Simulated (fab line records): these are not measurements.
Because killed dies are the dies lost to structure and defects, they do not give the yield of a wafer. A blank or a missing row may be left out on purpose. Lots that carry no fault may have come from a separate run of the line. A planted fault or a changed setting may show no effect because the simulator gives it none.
2 desks, one fault + flow ritCmos + numbers are kept per desk, each desk with only its own; the story behind them comes last

## METROLOGY DESK
Means of the sampled wafers that have a number, per lot and without regard to the tool the lot ran on: this is what the gauges read. Marked OUT: a lot whose mean sits more than 4 standard deviations from the usual mean, which makes it out of limits; the brackets give that distance.
Columns: A = NRETRO_TW at RIT_NRETRO_TW_MEAS_10, usual 1052; B = PRETRO_OVL at RIT_PRETRO_OVL_MEAS_06, usual -0.6 nm; C = PRETRO_TW at RIT_PRETRO_TW_MEAS_10, usual 475.4
| lot  | first seen here | A    | B    | C     |
|------|-----------------|------|------|-------|
| L645 | day 3 00:42     | 1053 | -1.0 | 471.8 |
| L648 | day 3 12:38     | 1047 | -2.4 | 474.1 |
| L650 | day 3 18:01     | 1046 | -0.3 | 471.3 |
| L651 | day 3 22:16     | 1062 | -1.1 | 481.2 |
| L653 | day 4 08:02     | 1063 | -3.0 | 475.8 |
| L665 | day 7 01:20     | 1059 | -0.0 | 477.7 |
This desk found nothing out of limits on any of the 6 lots.

## AT THE TOOL OWNER'S DESK: plasmaAsher-01
The tool's own readings at RIT_PRETRO_STRIP_09 (strips in O2, time 180 s): means of the sampled wafers that have a number, for each lot that ran on this tool. Marked OUT: a lot whose mean sits more than 4 standard deviations from the usual mean, which makes it out of limits; the brackets give that distance.
Columns: A = chamberPressureMTorr at RIT_PRETRO_STRIP_09, usual 4000 mTorr; B = drypumpMotorCurrentA at RIT_PRETRO_STRIP_09, usual 6.0 A
| lot  | first seen here | A    | B   |
|------|-----------------|------|-----|
| L645 | day 3 02:13     | 3997 | 5.6 |
This desk's finding: nothing out of limits on the one lot.

## TAKEN TOGETHER
The metrology desk saw nothing out of limits.
The tool owner's desk saw nothing out of limits.

## WHAT THE SIMULATOR HAD PUT IN
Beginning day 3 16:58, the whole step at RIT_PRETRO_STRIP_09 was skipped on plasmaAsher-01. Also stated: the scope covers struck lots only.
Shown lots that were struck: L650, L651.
